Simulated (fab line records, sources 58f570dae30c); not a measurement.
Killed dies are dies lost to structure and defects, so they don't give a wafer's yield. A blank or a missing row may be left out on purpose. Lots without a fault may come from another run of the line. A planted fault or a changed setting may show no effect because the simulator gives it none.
Split-lot experiment | flow berkeley_cmos170 | 5 lots, 23 wafers read, on a route of 331 steps

THE SPLIT
At UCB170_PWELL_CVD_05 (deposits Si3N4 from SiH2Cl2/NH3, target thk 220 nm, time 3300 s), the setting pressure_mtorr was moved away from the recipe's 200 mTorr on 20 of the 23 wafers read, by -12.2% to +7.1%. The other wafers ran this setting at the recipe's value.

The file shows no step between the split and the reading.

THE READING
PWELL_NITRIDE_THK, in nm, at UCB170_PWELL_THK_MEAS_06. Fault-free wafers of this fab line usually give 219.7 nm, standard deviation 1.8 nm.

wafer  | tool, chamber at the split | pressure_mtorr as run, mTorr | against the recipe | PWELL_NITRIDE_THK, nm | against lot-mates on the recipe
L076.1 | -, -                       | 191.8                        | -4.1%              | 218.6                 | no lot-mate on the recipe
L076.2 | -, -                       | 191.8                        | -4.1%              | 217.1                 | no lot-mate on the recipe
L076.3 | -, -                       | 191.8                        | -4.1%              | 217.2                 | no lot-mate on the recipe
L076.4 | -, -                       | 191.8                        | -4.1%              | 220.0                 | no lot-mate on the recipe
L076.6 | -, -                       | 191.8                        | -4.1%              | 217.6                 | no lot-mate on the recipe
L079.2 | -, -                       | 175.7                        | -12.2%             | 208.1                 | no lot-mate on the recipe
L079.3 | -, -                       | 175.7                        | -12.2%             | 209.2                 | no lot-mate on the recipe
L079.4 | -, -                       | 175.7                        | -12.2%             | 207.8                 | no lot-mate on the recipe
L079.5 | -, -                       | 175.7                        | -12.2%             | 208.8                 | no lot-mate on the recipe
L079.6 | -, -                       | 175.7                        | -12.2%             | 208.7                 | no lot-mate on the recipe
L080.2 | lpcvd-02, 0                | 200                          | recipe             | 221.1                 | -
L080.3 | lpcvd-02, 0                | 200                          | recipe             | 221.6                 | -
L080.4 | lpcvd-02, 0                | 200                          | recipe             | 219.6                 | -
L082.2 | -, -                       | 181.2                        | -9.4%              | 212.7                 | no lot-mate on the recipe
L082.3 | -, -                       | 181.2                        | -9.4%              | 213.7                 | no lot-mate on the recipe
L082.4 | -, -                       | 181.2                        | -9.4%              | 210.2                 | no lot-mate on the recipe
L082.5 | -, -                       | 181.2                        | -9.4%              | 212.0                 | no lot-mate on the recipe
L082.6 | -, -                       | 181.2                        | -9.4%              | 213.0                 | no lot-mate on the recipe
L085.1 | -, -                       | 214.1                        | +7.1%              | 227.1                 | no lot-mate on the recipe
L085.2 | -, -                       | 214.1                        | +7.1%              | 226.9                 | no lot-mate on the recipe
L085.4 | -, -                       | 214.1                        | +7.1%              | 227.0                 | no lot-mate on the recipe
L085.5 | -, -                       | 214.1                        | +7.1%              | 224.7                 | no lot-mate on the recipe
L085.6 | -, -                       | 214.1                        | +7.1%              | 226.4                 | no lot-mate on the recipe

THE FIT
A straight line over all 23 wafers: PWELL_NITRIDE_THK changes by +0.912 nm for each +1% of pressure_mtorr; r = +0.98; the points scatter about the line by 1.3 nm.
Too few moved wafers have a lot-mate on the recipe to fit a line with each lot's own level taken away.

THE WHOLE CHAIN: every reading that the file lists as answering this split, in the file's order
step                     | what it does                                                    | reading                                                                       | change (the file's fit)               | r (the file's)
UCB170_PWELL_CVD_05      | deposits Si3N4 from SiH2Cl2/NH3, target thk 220 nm, time 3300 s | Si3N4_of_PWELL_CVD_05.thk_nm (the simulator's own value, which no gauge read) | +0.913 nm for each +1% of the setting | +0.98
UCB170_PWELL_THK_MEAS_06 |                                                                 | PWELL_NITRIDE_THK                                                             | +0.912 for each +1% of the setting    | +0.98

THE FILE'S OWN FIT
PWELL_NITRIDE_THK changes by +0.912 nm for each +1% of pressure_mtorr, r = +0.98.
